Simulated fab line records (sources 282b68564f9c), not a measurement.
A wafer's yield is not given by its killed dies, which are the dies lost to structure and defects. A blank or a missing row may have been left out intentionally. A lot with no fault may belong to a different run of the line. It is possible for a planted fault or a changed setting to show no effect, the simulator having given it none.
fab line records	flow rit-cmos
[record] lots = 6	wafers = 18	last-day = 7
route steps=202 shown PLDD@116 SPACER@125 NSD@131 PSD@142 SDANNEAL@153 SILICIDE@161
lots untouched by any fault: they come from a run of this same line in which no faults occurred
start-h: hours from the record's first day to the start of the lot's first wafer shown	wait-h: hours since the lot's step before	" unchanged from the row above	L1.1+2: a row that stands for several wafers	- no value, or no start was given	* or withheld: withheld	< > ~ a bound
route shown NAME@n: a module of which the file shows steps, and the number in the route of the first	usual: mean and standard deviation over wafers with no fault	same: alike in all rows	chamber/n: place in a boat	sites: the reading at each site	_std_site: standard deviation across them	_edge_site: the outer-site mean with the inner-site mean subtracted	radius-mm: how far each site lies from the wafer's centre	mask NAME#n: copy n	behind: tool/chamber where the wafer was last shaped	hold: cause of the lot's hold/its duration in hours/its outcome	device: transistor that didn't switch, given as n, p or np	end of line: the same wafers' tests at the end of the route	for a step that has no rows: nothing shown but its recipe	killed: the dies lost at the first sort to structure and to defects; this is not the yield of the wafer	map: shows each die of a wafer: x if killed, . if not, _ if none is there
set.NAME: the run value of the setting; set.NAME@STEP: its run value at that earlier step	model.NAME: the simulator's own value behind a step, which no gauge read
lots seen at some steps along the route; tables by step, rows by wafer
services: the hour from which a tool's chamber was out of use, counted from the record's first day as start-h (under 0 if before that day), plus the number of hours and why
[[steps]]
[step RIT_PLDD_SOFTBAKE_02]
[recipe] resist = NOVOLAK	temp-c = 90	time-s = 60
[step RIT_PLDD_EXPOSE_03]
[recipe] mask-id = M8	na = 0.57	target-cd-nm = 40900	dose-mj = 250
[step RIT_PLDD_PEB_04]
[recipe] resist = NOVOLAK	temp-c = withheld	time-s = withheld
[step RIT_PLDD_DEVELOP_05]
[recipe] resist = NOVOLAK	develop-time-s = 50	dev-temp-c = 23
[step RIT_PLDD_OVL_MEAS_06]
[usual] PLDD_OVL = 0.5/1.4
lot.wafer	tool	chamber	start-h	wait-h	PLDD_OVL[nm]
L990.3	overlay-02	-	59.70	-	-0.5
L990.5	"	-	"	"	1.0
L990.6	"	-	"	"	0.9
L992.2	overlay-01	-	72.10	-	-0.6
L992.3	"	-	"	"	0.6
L992.4	"	-	"	"	1.1
L996.2	overlay-01	-	87.95	-	0.6
L996.3	"	-	"	"	1.4
L996.5	"	-	"	"	1.2
L106.2	overlay-02	-	137.50	-	0.6
L106.4	"	-	"	"	1.4
L106.5	"	-	"	"	1.1
L110.1	overlay-01	-	154.43	-	1.1
L110.3	"	-	"	"	0.4
L110.6	"	-	"	"	-0.2
L111.2	overlay-02	-	165.15	-	-1.3
L111.3	"	-	"	"	0.0
L111.5	"	-	"	"	-0.3
[step RIT_PLDD_HARDBAKE_07]
[recipe] resist = NOVOLAK	temp-c = 140	time-s = 60
[step RIT_PLDD_IMPLANT_08]
[recipe] species = BF2	energy-kev = 20	dose-cm2 = 9e+14	tilt-deg = 7
[step RIT_PLDD_STRIP_09]
[recipe] chemistry = O2	time-s = 180	resist = NOVOLAK	platen-temp-c = withheld	power-w = 500	pressure-mtorr = 4000	o2-flow-sccm = 4000
[usual] drypump-motor-current-A = 5.3/0.42	rf-refl-power-W = 8.2/1.2
[same] time-s = 180
lot.wafer	tool	chamber	start-h	wait-h	drypump-motor-current-A	rf-hours-counter-h	rf-refl-power-W
L990.3	plasma-asher-02	0	60.09	0.1	5.3	-	7.1
L990.5	"	0	"	"	5.3	-	7.0
L990.6	"	1	"	"	5.1	-	8.5
L992.2	plasma-asher-01	1	72.54	0.1	4.8	40	10.6
L992.3	"	1	"	"	4.7	-	10.1
L992.4	"	0	"	"	5.8	-	8.1
L996.2	plasma-asher-02	0	88.28	0.1	5.3	31	7.1
L996.3	"	0	"	"	5.3	-	6.8
L996.5	"	0	"	"	5.2	-	7.6
L106.2	plasma-asher-03	1	137.83	0.1	6.0	2	9.1
L106.4	"	0	"	"	5.3	-	6.5
L106.5	"	0	"	"	5.3	-	6.3
L110.1	plasma-asher-03	1	154.77	0.1	6.1	3	9.3
L110.3	"	0	"	"	5.3	-	6.4
L110.6	"	1	"	"	6.1	-	9.0
L111.2	plasma-asher-03	1	165.48	0.1	6.1	5	9.2
L111.3	"	1	"	"	6.1	-	9.3
L111.5	"	1	"	"	6.1	-	9.0
[step RIT_PLDD_TW_MEAS_10]
[usual] PLDD_TW = 2346/8.6
lot.wafer	tool	chamber	start-h	wait-h	PLDD_TW
L990.3	film-metro-01	-	60.22	0.1	2348
L990.5	"	-	"	"	2350
L990.6	"	-	"	"	2346
L992.2	film-metro-02	-	72.73	0.1	2353
L992.3	"	-	"	"	2366
L992.4	"	-	"	"	2333
L996.2	film-metro-02	-	88.46	0.1	2348
L996.3	"	-	"	"	2353
L996.5	"	-	"	"	2339
L106.2	film-metro-03	-	138.02	0.1	2339
L106.4	"	-	"	"	2351
L106.5	"	-	"	"	2348
L110.1	film-metro-01	-	154.95	0.1	2352
L110.3	"	-	"	"	2349
L110.6	"	-	"	"	2343
L111.2	film-metro-01	-	165.67	0.1	2341
L111.3	"	-	"	"	2351
L111.5	"	-	"	"	2355
[step RIT_SPACER_CLEAN_00]
[recipe] chemistry = SC1	mix = 3:3:50	time-s = 600	temp-c = 75
[step RIT_SPACER_CLEAN_01]
[recipe] chemistry = dHF	dilution = 50:1	time-s = 30
[step RIT_SPACER_CLEAN_02]
[recipe] chemistry = SC2	mix = 3:3:50	time-s = 600	temp-c = 75	dry = n2-spin
[step RIT_SPACER_CVD_03]
[recipe] material = Si3N4	target-thk-nm = 250	temp-c = 810	precursor = SiH2Cl2/NH3	time-s = 3300	pressure-mtorr = 300	sih2cl2-flow-sccm = 60	nh3-flow-sccm = 150
[usual] sih2cl2-flow-sccm = 60.04/0.17
lot.wafer	tool	chamber	start-h	wait-h	sih2cl2-flow-sccm	model.Si3N4_of_SPACER_CVD_03.thk-nm
L990.3	lpcvd-02	1	60.63	0.0	59.86	250.6
L990.5	"	1	"	"	60.10	248.6
L990.6	"	1	"	"	60.17	248.1
L992.2	lpcvd-02	0	73.18	0.0	60.13	171.8
L992.3	"	0	"	"	60.21	171.7
L992.4	"	0	"	"	60.19	171.3
L996.2	lpcvd-02	0	88.88	0.0	60.00	168.4
L996.3	"	0	"	"	59.89	169.8
L996.5	"	0	"	"	60.01	169.3
L106.2	lpcvd-01	0	138.53	0.1	60.00	244.7
L106.4	"	0	"	"	60.29	244.4
L106.5	"	0	"	"	60.29	244.1
L110.1	lpcvd-01	0	155.37	0.0	60.15	246.6
L110.3	"	0	"	"	59.91	248.2
L110.6	"	0	"	"	60.12	248.9
L111.2	lpcvd-02	0	166.08	0.0	60.11	250.8
L111.3	"	0	"	"	60.31	250.7
L111.5	"	0	"	"	59.99	253.5
[step RIT_SPACER_THK_MEAS_04]
[recipe] reads = Si3N4_of_SPACER_CVD_03
[usual] SPACER_NITRIDE_THK = 249.5/3
lot.wafer	tool	chamber	start-h	wait-h	SPACER_NITRIDE_THK[nm]
L990.3	film-metro-04	-	62.57	0.0	250.5
L990.5	"	-	"	"	248.6
L990.6	"	-	"	"	247.9
L992.2	film-metro-03	-	75.10	0.0	171.8
L992.3	"	-	"	"	171.7
L992.4	"	-	"	"	171.2
L996.2	film-metro-03	-	90.81	0.0	168.2
L996.3	"	-	"	"	169.7
L996.5	"	-	"	"	169.4
L106.2	film-metro-01	-	140.46	0.0	244.5
L106.4	"	-	"	"	244.6
L106.5	"	-	"	"	244.1
L110.1	film-metro-03	-	157.29	0.0	246.9
L110.3	"	-	"	"	248.0
L110.6	"	-	"	"	248.7
L111.2	film-metro-04	-	168.01	0.0	250.6
L111.3	"	-	"	"	250.6
L111.5	"	-	"	"	253.6
[step RIT_SPACER_ETCHBACK_05]
[recipe] target-depth-a = 2500	SF6_flow_sccm = 30	CHF3_flow_sccm = 30	target = Si3N4	chemistry = SF6/CHF3	pressure-mtorr = 40	rf-w = 250	time-s = 240	stop-on = SiO2
[usual] drypump-motor-current-A = 5.5/0.43	oes-product-au = 0.841/0.014	throttle-valve-pct = 10.22/0.15
[same] time-s = 240
lot.wafer	tool	chamber	start-h	wait-h	drypump-motor-current-A	oes-product-au	rf-hours-counter-h	throttle-valve-pct	model.etch.depth-nm
L990.3	rie-diel-01	0	62.61	0.0	6.0	0.865	114	10.16	250.6
L990.5	"	2	"	"	6.5	0.845	-	10.41	248.6
L990.6	"	1	"	"	5.6	0.830	-	10.34	248.1
L992.2	rie-diel-03	1	75.15	0.0	5.5	0.655	33	10.30	171.8
L992.3	"	3	"	"	5.8	0.649	127	10.13	171.7
L992.4	"	2	"	"	4.9	0.636	7	10.08	171.3
L996.2	rie-diel-04	0	90.86	0.0	5.5	0.653	12	10.41	168.4
L996.3	"	2	"	"	5.5	0.630	7	10.05	169.8
L996.5	"	0	"	"	5.5	0.650	-	10.42	169.3
L106.2	rie-diel-03	1	140.51	0.0	5.5	0.830	34	10.36	244.7
L106.4	"	2	"	"	4.9	0.813	-	10.16	244.4
L106.5	"	0	"	"	5.6	0.842	-	10.02	244.1
L110.1	rie-diel-04	0	157.35	0.1	5.5	0.843	13	10.49	246.6
L110.3	"	1	"	"	5.8	0.832	6	10.23	248.2
L110.6	"	3	"	"	5.6	0.825	-	9.93	248.9
L111.2	rie-diel-03	1	168.06	0.0	5.5	0.850	35	10.37	250.8
L111.3	"	2	"	"	4.9	0.840	9	10.18	250.7
L111.5	"	1	"	"	5.5	0.864	-	10.36	253.5
[step RIT_NSD_HMDS_00]
[recipe] prime-time-s = 60	prime-temp-c = 140
[step RIT_NSD_COAT_01]
[recipe] resist = NOVOLAK	spin-rpm = 3250	resist-thk-nm = 1000
[step RIT_NSD_SOFTBAKE_02]
[recipe] resist = NOVOLAK	temp-c = 90	time-s = 60
[step RIT_NSD_EXPOSE_03]
[recipe] mask-id = M9	na = 0.57	target-cd-nm = 40700	dose-mj = 250
[step RIT_NSD_PEB_04]
[recipe] resist = NOVOLAK	temp-c = withheld	time-s = withheld
[step RIT_NSD_DEVELOP_05]
[recipe] resist = NOVOLAK	develop-time-s = 50	dev-temp-c = 23
[step RIT_NSD_OVL_MEAS_06]
[usual] NSD_OVL = 1.2/1.5
lot.wafer	tool	chamber	start-h	wait-h	NSD_OVL[nm]
L990.3	overlay-01	-	63.77	-	2.9
L990.5	"	-	"	"	1.9
L990.6	"	-	"	"	3.6
L992.2	overlay-02	-	76.16	-	-0.7
L992.3	"	-	"	"	-0.3
L992.4	"	-	"	"	-0.6
L996.2	overlay-01	-	91.86	-	2.2
L996.3	"	-	"	"	1.3
L996.5	"	-	"	"	0.8
L106.2	overlay-01	-	141.51	-	1.0
L106.4	"	-	"	"	2.5
L106.5	"	-	"	"	-0.1
L110.1	overlay-01	-	158.35	-	0.6
L110.3	"	-	"	"	0.2
L110.6	"	-	"	"	-1.3
L111.2	overlay-01	-	169.19	-	2.3
L111.3	"	-	"	"	1.5
L111.5	"	-	"	"	0.7
[step RIT_NSD_HARDBAKE_07]
[recipe] resist = NOVOLAK	temp-c = 140	time-s = 60
[step RIT_NSD_IMPLANT_08]
[recipe] species = P	energy-kev = 25	dose-cm2 = 1e+15	tilt-deg = 7
[step RIT_NSD_STRIP_09]
[recipe] chemistry = O2	time-s = 180	resist = NOVOLAK	platen-temp-c = withheld	power-w = 500	pressure-mtorr = 4000	o2-flow-sccm = 4000
[usual] drypump-motor-current-A = 5.5/0.49	rf-refl-power-W = 8.1/1.7
[same] time-s = 180
lot.wafer	tool	chamber	start-h	wait-h	drypump-motor-current-A	rf-hours-counter-h	rf-refl-power-W
L990.3	plasma-asher-03	0	64.15	0.1	5.3	-	6.5
L990.5	"	1	"	"	6.0	-	9.1
L990.6	"	0	"	"	5.3	-	6.4
L992.2	plasma-asher-04	0	76.49	0.1	5.3	42	5.4
L992.3	"	1	"	"	6.1	-	9.7
L992.4	"	0	"	"	5.3	-	5.8
L996.2	plasma-asher-03	1	92.19	0.1	6.1	46	9.1
L996.3	"	1	"	"	6.1	-	9.1
L996.5	"	1	"	"	6.1	-	9.1
L106.2	plasma-asher-01	0	141.84	0.1	5.8	48	7.9
L106.4	"	1	"	"	4.8	-	10.1
L106.5	"	1	"	"	4.8	-	10.3
L110.1	plasma-asher-03	0	158.69	0.1	5.2	4	6.3
L110.3	"	1	"	"	6.1	-	9.1
L110.6	"	1	"	"	6.0	-	9.2
L111.2	plasma-asher-01	1	169.52	0.1	4.8	50	10.0
L111.3	"	0	"	"	5.8	-	8.3
L111.5	"	0	"	"	5.8	-	8.2
[step RIT_NSD_TW_MEAS_10]
[usual] NSD_TW = 3120/12
lot.wafer	tool	chamber	start-h	wait-h	NSD_TW
L990.3	film-metro-01	-	64.29	0.1	3120
L990.5	"	-	"	"	3134
L990.6	"	-	"	"	3129
L992.2	film-metro-01	-	76.67	0.1	3132
L992.3	"	-	"	"	3114
L992.4	"	-	"	"	3130
L996.2	film-metro-02	-	92.38	0.1	3122
L996.3	"	-	"	"	3118
L996.5	"	-	"	"	3113
L106.2	film-metro-02	-	142.03	0.1	3112
L106.4	"	-	"	"	3111
L106.5	"	-	"	"	3113
L110.1	film-metro-03	-	158.86	0.1	3123
L110.3	"	-	"	"	3128
L110.6	"	-	"	"	3134
L111.2	film-metro-02	-	169.71	0.1	3132
L111.3	"	-	"	"	3130
L111.5	"	-	"	"	3132
[step RIT_PSD_HMDS_00]
[recipe] prime-time-s = 60	prime-temp-c = 140
[step RIT_PSD_COAT_01]
[recipe] resist = NOVOLAK	spin-rpm = 3250	resist-thk-nm = 1000
[step RIT_PSD_SOFTBAKE_02]
[recipe] resist = NOVOLAK	temp-c = 90	time-s = 60
[step RIT_PSD_EXPOSE_03]
[recipe] mask-id = M10	na = 0.57	target-cd-nm = 40900	dose-mj = 250
[step RIT_PSD_PEB_04]
[recipe] resist = NOVOLAK	temp-c = withheld	time-s = withheld
[step RIT_PSD_DEVELOP_05]
[recipe] resist = NOVOLAK	develop-time-s = 50	dev-temp-c = 23
[step RIT_PSD_OVL_MEAS_06]
[usual] PSD_OVL = 0.8/1.8
lot.wafer	tool	chamber	start-h	wait-h	PSD_OVL[nm]
L990.3	overlay-01	-	65.47	-	1.0
L990.5	"	-	"	"	1.1
L990.6	"	-	"	"	0.2
L992.2	overlay-02	-	77.71	-	-0.9
L992.3	"	-	"	"	0.6
L992.4	"	-	"	"	3.4
L996.2	overlay-02	-	93.28	-	-1.3
L996.3	"	-	"	"	-1.0
L996.5	"	-	"	"	-1.6
L106.2	overlay-01	-	143.06	-	1.9
L106.4	"	-	"	"	2.7
L106.5	"	-	"	"	1.9
L110.1	overlay-01	-	159.90	-	1.9
L110.3	"	-	"	"	0.9
L110.6	"	-	"	"	2.1
L111.2	overlay-02	-	170.61	-	-0.6
L111.3	"	-	"	"	2.3
L111.5	"	-	"	"	-1.1
[step RIT_PSD_HARDBAKE_07]
[recipe] resist = NOVOLAK	temp-c = 140	time-s = 60
[step RIT_PSD_IMPLANT_08]
[recipe] species = BF2	energy-kev = 27	dose-cm2 = 5e+15	tilt-deg = 7
[step RIT_PSD_STRIP_09]
[recipe] chemistry = O2	time-s = 180	resist = NOVOLAK	platen-temp-c = withheld	power-w = 500	pressure-mtorr = 4000	o2-flow-sccm = 4000
[usual] drypump-motor-current-A = 5.4/0.42	rf-refl-power-W = 7.7/1.6
[same] time-s = 180
lot.wafer	tool	chamber	start-h	wait-h	drypump-motor-current-A	rf-hours-counter-h	rf-refl-power-W
L990.3	plasma-asher-01	0	65.85	0.1	5.8	-	7.9
L990.5	"	0	"	"	5.8	-	7.7
L990.6	"	1	"	"	4.8	-	10.1
L992.2	plasma-asher-02	1	78.04	0.1	5.1	29	8.2
L992.3	"	0	"	"	5.3	-	7.3
L992.4	"	1	"	"	5.1	-	8.2
L996.2	plasma-asher-02	1	93.61	0.1	5.1	31	8.5
L996.3	"	0	"	"	5.2	-	7.3
L996.5	"	0	"	"	5.3	-	7.2
L106.2	plasma-asher-04	1	143.39	0.1	6.1	50	9.3
L106.4	"	1	"	"	6.1	-	9.4
L106.5	"	1	"	"	6.1	-	9.5
L110.1	plasma-asher-02	0	160.23	0.1	5.3	39	6.8
L110.3	"	0	"	"	5.3	-	7.3
L110.6	"	0	"	"	5.3	-	7.0
L111.2	plasma-asher-04	0	170.94	0.1	5.3	52	5.6
L111.3	"	1	"	"	6.1	-	9.4
L111.5	"	0	"	"	5.3	-	5.5
[step RIT_PSD_TW_MEAS_10]
[usual] PSD_TW = 3428/15
lot.wafer	tool	chamber	start-h	wait-h	PSD_TW
L990.3	film-metro-01	-	65.99	0.1	3424
L990.5	"	-	"	"	3426
L990.6	"	-	"	"	3421
L992.2	film-metro-02	-	78.23	0.1	3453
L992.3	"	-	"	"	3424
L992.4	"	-	"	"	3443
L996.2	film-metro-03	-	93.80	0.1	3435
L996.3	"	-	"	"	3438
L996.5	"	-	"	"	3446
L106.2	film-metro-01	-	143.57	0.1	3439
L106.4	"	-	"	"	3423
L106.5	"	-	"	"	3437
L110.1	film-metro-01	-	160.41	0.1	3406
L110.3	"	-	"	"	3408
L110.6	"	-	"	"	3419
L111.2	film-metro-01	-	171.13	0.1	3434
L111.3	"	-	"	"	3425
L111.5	"	-	"	"	3441
[step RIT_SDANNEAL_CLEAN_00]
[recipe] chemistry = SC1	mix = 3:3:50	time-s = 600	temp-c = 75
[step RIT_SDANNEAL_CLEAN_01]
[recipe] chemistry = dHF	dilution = 50:1	time-s = 30
[step RIT_SDANNEAL_CLEAN_02]
[recipe] chemistry = SC2	mix = 3:3:50	time-s = 600	temp-c = 75	dry = n2-spin
[step RIT_SDANNEAL_RTA_03]
[recipe] temp-c = 1050	time-s = 5	idle-temp-c = 600	ramp-up-c-per-s = 342	ramp-down-c-per-s = 171	cool-to-c = 600	ambient = N2
[usual] wafer_temp_C_max = 1053.5/1.1
[same] time-s = 5
lot.wafer	tool	chamber	start-h	wait-h	wafer_temp_C_max
L990.3	rtp-anneal-02	0	66.43	0.0	1053.2
L990.5	"	0	"	"	1053.5
L990.6	"	0	"	"	1053.3
L992.2	rtp-anneal-02	0	78.65	0.0	1054.4
L992.3	"	0	"	"	1054.4
L992.4	"	0	"	"	1053.2
L996.2	rtp-anneal-02	0	94.22	0.0	1054.6
L996.3	"	0	"	"	1052.0
L996.5	"	0	"	"	1053.4
L106.2	rtp-anneal-02	0	144.02	0.0	1052.7
L106.4	"	0	"	"	1052.7
L106.5	"	0	"	"	1053.4
L110.1	rtp-anneal-02	0	160.83	0.0	1053.8
L110.3	"	0	"	"	1054.6
L110.6	"	0	"	"	1053.7
L111.2	rtp-anneal-01	0	171.60	0.0	1056.8
L111.3	"	0	"	"	1051.2
L111.5	"	0	"	"	1054.0
[step RIT_SDANNEAL_RS_MEAS_04]
[recipe] thk-meas-gauge = four-point-probe
[usual] PSD_RS = 115.79/0.26
lot.wafer	tool	chamber	start-h	wait-h	PSD_RS[ohm/sq]
L990.3	film-metro-03	-	66.55	0.1	115.55
L990.5	"	-	"	"	115.62
L990.6	"	-	"	"	115.70
L992.2	film-metro-02	-	78.72	0.1	115.98
L992.3	"	-	"	"	115.76
L992.4	"	-	"	"	116.22
L996.2	film-metro-02	-	94.29	0.1	115.92
L996.3	"	-	"	"	116.01
L996.5	"	-	"	"	116.55
L106.2	film-metro-03	-	144.08	0.1	115.47
L106.4	"	-	"	"	115.22
L106.5	"	-	"	"	115.32
L110.1	film-metro-02	-	160.89	0.0	115.37
L110.3	"	-	"	"	115.89
L110.6	"	-	"	"	115.86
L111.2	film-metro-03	-	171.67	0.1	115.63
L111.3	"	-	"	"	116.06
L111.5	"	-	"	"	115.77
[step RIT_SILICIDE_WET_ETCH_00]
[recipe] chemistry = BOE	target = SiO2	target-depth-nm = 14	time-s = 15	dry = n2-spin	dilution = 10:1	temp-c = 21.5
[same] time-s = 15
lot.wafer	tool	chamber	start-h	wait-h	model.Si3N4_of_SPACER_CVD_03.thk-nm
L990.3	wet-bench-03	1	66.99	0.1	196.6
L990.5	"	1	"	"	193.2
L990.6	"	1	"	"	194.6
L992.2	wet-bench-01	0	79.18	0.1	133.8
L992.3	"	0	"	"	133.7
L992.4	"	0	"	"	133.5
L996.2	wet-bench-01	0	94.75	0.1	131.1
L996.3	"	0	"	"	132.2
L996.5	"	0	"	"	131.8
L106.2	wet-bench-04	0	144.54	0.1	191.8
L106.4	"	0	"	"	191.2
L106.5	"	0	"	"	190.8
L110.1	wet-bench-04	3	161.37	0.1	191.8
L110.3	"	3	"	"	193.7
L110.6	"	3	"	"	194.2
L111.2	wet-bench-01	2	172.13	0.1	196.2
L111.3	"	2	"	"	196.7
L111.5	"	2	"	"	198.7
[[services]]
tool	chamber	start-h	hours	kind
rie-diel-01	2	37.82	1.4	repair
rtp-anneal-02	-	45.17	2.7	pm
rie-diel-04	3	86.84	2.3	repair
plasma-asher-03	-	86.96	2.8	repair
plasma-asher-03	-	108.75	9.0	pm
plasma-asher-03	0	108.75	9.0	vent-cycle
plasma-asher-03	1	108.75	9.0	vent-cycle
plasma-asher-03	0	117.75	-	clean
plasma-asher-03	1	117.75	-	clean
rie-diel-04	0	125.20	9.8	repair
lpcvd-02	-	125.28	0.9	repair
rie-diel-04	-	128.07	13.8	repair
rie-diel-04	3	129.12	3.5	repair
rie-diel-03	3	131.54	16.4	repair
plasma-asher-04	-	136.28	2.8	pm
rie-diel-01	-	145.81	0.7	repair
plasma-asher-02	-	153.39	1.0	repair
rie-diel-03	2	157.16	2.7	repair
rie-diel-04	2	157.16	4.5	repair
rie-diel-03	3	160.37	17.6	repair
[[key]]
[first-sign] step = RIT_SPACER_THK_MEAS_04	reading = SPACER_NITRIDE_THK	direction = down	sigmas = 27	usual = 249.5	struck = 170.3
[effect] step = RIT_SPACER_ETCHBACK_05	reading = oes-product-au	direction = down	sigmas = 14	usual = 0.841	struck = 0.646
[model-effect] step = RIT_SPACER_CVD_03	value = Si3N4_of_SPACER_CVD_03.thk-nm	without = 246.6	struck = 170.4
[model-effect] step = RIT_SPACER_ETCHBACK_05	value = etch.depth-nm	without = 246.6	struck = 170.4
[model-effect] step = RIT_SILICIDE_WET_ETCH_00	value = Si3N4_of_SPACER_CVD_03.thk-nm	without = 192.6	struck = 132.7
met-at RIT_SPACER_CVD_03
struck-wafers L992.2,L992.3,L992.4,L996.2,L996.3,L996.5
sort-left-out L992.2,L992.3,L992.4,L996.2,L996.3,L996.5
tester-left-out L992,L996
[fault] kind = process-parameter-drift	tool = lpcvd-02	chamber = 0	onset-h = 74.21	steps = RIT_SPACER_CVD_03	channel = target-thk-nm	offset = -76.208	shape = step	end-h = 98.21	acts-in = these-recipes-only	stated = 250
// tester-left-out: of these lots the tester's yield and bins aren't shown, on N5 and GAA mostly nor the transistor test; their killed dies are dies lost to structure and defects alone, not to doping, threshold or leakage, so they don't give the yield
// sort-left-out: the simulated sort isn't trusted on such a fault, so these wafers' sort isn't shown, and their yield isn't known
